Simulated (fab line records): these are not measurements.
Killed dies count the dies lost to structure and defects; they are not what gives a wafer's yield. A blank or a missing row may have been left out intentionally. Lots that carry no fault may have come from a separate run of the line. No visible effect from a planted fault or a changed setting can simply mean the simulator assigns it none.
Which tool is to blame? | flow berkeley cmos170 | Sampling: 13 lots, 39 wafers, 4 of 331 route steps

== WHAT THE GAUGES SHOWED, per wafer ==
UCB170_M2_THK_MEAS_03: measures by xrf. Usual: for M2_AL_THK the level is 901 nm and the standard deviation is 11.
lot  | measured     | on            | M2_AL_THK (nm) | flag
L266 | day 7 06:11  | film metro-01 | 905 896 898    |
L265 | day 7 06:24  | film metro-03 | 899 908 907    |
L267 | day 7 10:32  | film metro-01 | 878 874 887    |
L268 | day 8 06:20  | film metro-01 | 892 892 896    |
L273 | day 9 08:21  | film metro-04 | 916 905 917    |
L280 | day 10 14:48 | film metro-03 | 889 889 888    |
L279 | day 10 15:34 | film metro-01 | 894 898 905    |
L281 | day 10 14:55 | film metro-04 | 893 885 881    |
L282 | day 10 16:59 | film metro-01 | 895 907 893    |
L285 | day 11 11:11 | film metro-03 | 888 896 884    |
L284 | day 11 10:54 | film metro-01 | 904 902 892    |
L286 | day 11 19:58 | film metro-01 | 898 896 889    |
L288 | day 11 23:49 | film metro-01 | 903 886 900    |

UCB170_V2_THK_MEAS_01. Usual: for V2_TEOS_THK the level is 2004 nm and the standard deviation is 28.
lot  | measured     | on            | V2_TEOS_THK (nm) | flag
L266 | day 7 10:53  | film metro-01 | 1960 1987 2011   |
L265 | day 7 11:08  | film metro-01 | 2011 2032 2034   |
L267 | day 7 13:02  | film metro-03 | 1984 1997 2037   |
L268 | day 8 09:48  | film metro-02 | 2000 1965 2007   |
L273 | day 9 12:52  | film metro-02 | 1976 2019 2010   |
L280 | day 10 18:04 | film metro-01 | 2003 1999 2033   |
L279 | day 10 18:52 | film metro-03 | 2001 1965 1990   |
L281 | day 10 18:38 | film metro-01 | 1947 2014 1987   |
L282 | day 10 19:46 | film metro-03 | 1998 1986 1973   |
L285 | day 11 13:54 | film metro-02 | 1961 1986 2032   |
L284 | day 11 13:53 | film metro-01 | 2021 2019 2046   |
L286 | day 11 22:35 | film metro-03 | 1981 2017 2010   |
L288 | day 12 02:20 | film metro-01 | 1964 2000 1983   |

== WHAT TOOL EACH LOT RAN ON (gives the tool, then ch and the chambers of the sampled wafers, and finally the start) ==
lot  | UCB170_M1_ETCH_11                  | UCB170_V1_CMP_02
L266 | rie diel-03 ch 0,1,2, day 6 21:34  | cmp-02 ch 0,3, day 7 02:42
L265 | rie diel-04 ch 0,2,3, day 6 21:41  | cmp-01 ch 0,2,3, day 7 02:48
L267 | rie diel-03 ch 0,2,3, day 7 02:00  | cmp-02 ch 2,3, day 7 06:37
L268 | rie diel-01 ch 0,2, day 7 17:25    | cmp-01 ch 0,1,2, day 8 02:20
L273 | rie diel-01 ch 0,1,3, day 9 00:12  | cmp-02 ch 1,2,3, day 9 05:22
L280 | rie diel-03 ch 2,3, day 10 07:05   | cmp-01 ch 1,2, day 10 11:43
L279 | rie diel-04 ch 0,2,3, day 10 07:22 | cmp-01 ch 0,2,3, day 10 12:04
L281 | rie diel-04 ch 0,2, day 10 08:11   | cmp-02 ch 0,2,3, day 10 11:40
L282 | rie diel-04 ch 0,1,3, day 10 10:36 | cmp-02 ch 0,2,3, day 10 14:30
L285 | rie diel-04 ch 0,1,3, day 11 03:20 | cmp-01 ch 0,2,3, day 11 06:37
L284 | rie diel-03 ch 0,1,3, day 11 03:25 | cmp-02 ch 0,1,3, day 11 06:49
L286 | rie diel-03 ch 1,2,3, day 11 13:08 | cmp-02 ch 0,2,3, day 11 17:06
L288 | rie diel-03 ch 2,3, day 11 17:45   | cmp-02 ch 0,3, day 11 21:26
- UCB170_M1_ETCH_11: etches BARC in N2/H2.
- UCB170_V1_CMP_02: polishes SiO2.

== AS READ BY THE TOOLS THEMSELVES (means over the sampled wafers that have a number; for cases with no such wafer, the mark the record gives instead) ==
UCB170_M1_ETCH_11. Usual: drypump motor current A 5.7 A, standard deviation 0.42; oes product au 1.008 a.u., standard deviation 0.014; throttle valve pct 13.27 %, standard deviation 0.24.
lot  | tool        | drypump motor current A (A) | oes product au (a.u.) | throttle valve pct (%) | flag
L266 | rie diel-03 | 5.5                         | 1.018                 | 13.27                  |
L265 | rie diel-04 | 5.6                         | 1.019                 | 13.42                  |
L267 | rie diel-03 | 5.5                         | 1.002                 | 13.21                  |
L268 | rie diel-01 | 5.8                         | 1.008                 | 13.19                  |
L273 | rie diel-01 | 5.6                         | 1.007                 | 13.21                  |
L280 | rie diel-03 | 5.9                         | 1.018                 | 13.08                  |
L279 | rie diel-04 | 5.6                         | 1.001                 | 13.42                  |
L281 | rie diel-04 | 5.7                         | 1.007                 | 13.49                  |
L282 | rie diel-04 | 5.7                         | 1.005                 | 13.38                  |
L285 | rie diel-04 | 5.7                         | 1.006                 | 13.38                  |
L284 | rie diel-03 | 5.5                         | 1.010                 | 13.43                  |
L286 | rie diel-03 | 5.8                         | 1.019                 | 13.29                  |
L288 | rie diel-03 | 5.9                         | 1.002                 | 13.25                  |

UCB170_V1_CMP_02. Usual: head pressure psi 5.998 psi, standard deviation 0.012; motor current A 16.6 A, standard deviation 1.9.
lot  | tool   | head pressure psi (psi) | motor current A (A) | flag
L266 | cmp-02 | 6.006                   | 16.8                |
L265 | cmp-01 | 6.002                   | 18.2                |
L267 | cmp-02 | 6.001                   | 18.2                |
L268 | cmp-01 | 5.993                   | 16.1                |
L273 | cmp-02 | 6.008                   | 17.6                |
L280 | cmp-01 | 5.991                   | 16.2                |
L279 | cmp-01 | 5.978                   | 18.3                |
L281 | cmp-02 | 6.002                   | 16.4                |
L282 | cmp-02 | 5.999                   | 16.6                |
L285 | cmp-01 | 6.004                   | 18.6                |
L284 | cmp-02 | 6.001                   | 16.0                |
L286 | cmp-02 | 6.005                   | 16.5                |
L288 | cmp-02 | 5.986                   | 16.9                |

== THE ANSWER, worked out from the rows above alone ==
Rule: take the mean of a lot's wafers that have a number; if it is more than 3 standard deviations from the usual mean, the lot is off. A lot without any number at a reading at which 4 lots or more have one is off too. Where the step has rows for the other lots, those lots are counted as sound. The gauges are gone through in route order, then the tools' own readings, and for those a lot's mean is taken as printed above. At the first step where some lot is off, the reading lying furthest off is the one used; lots without a number count as furthest.
No lot is off on any of the readings shown, so nothing can be concluded from this.

== WHAT HAD BEEN PUT IN BY THE SIMULATOR ==
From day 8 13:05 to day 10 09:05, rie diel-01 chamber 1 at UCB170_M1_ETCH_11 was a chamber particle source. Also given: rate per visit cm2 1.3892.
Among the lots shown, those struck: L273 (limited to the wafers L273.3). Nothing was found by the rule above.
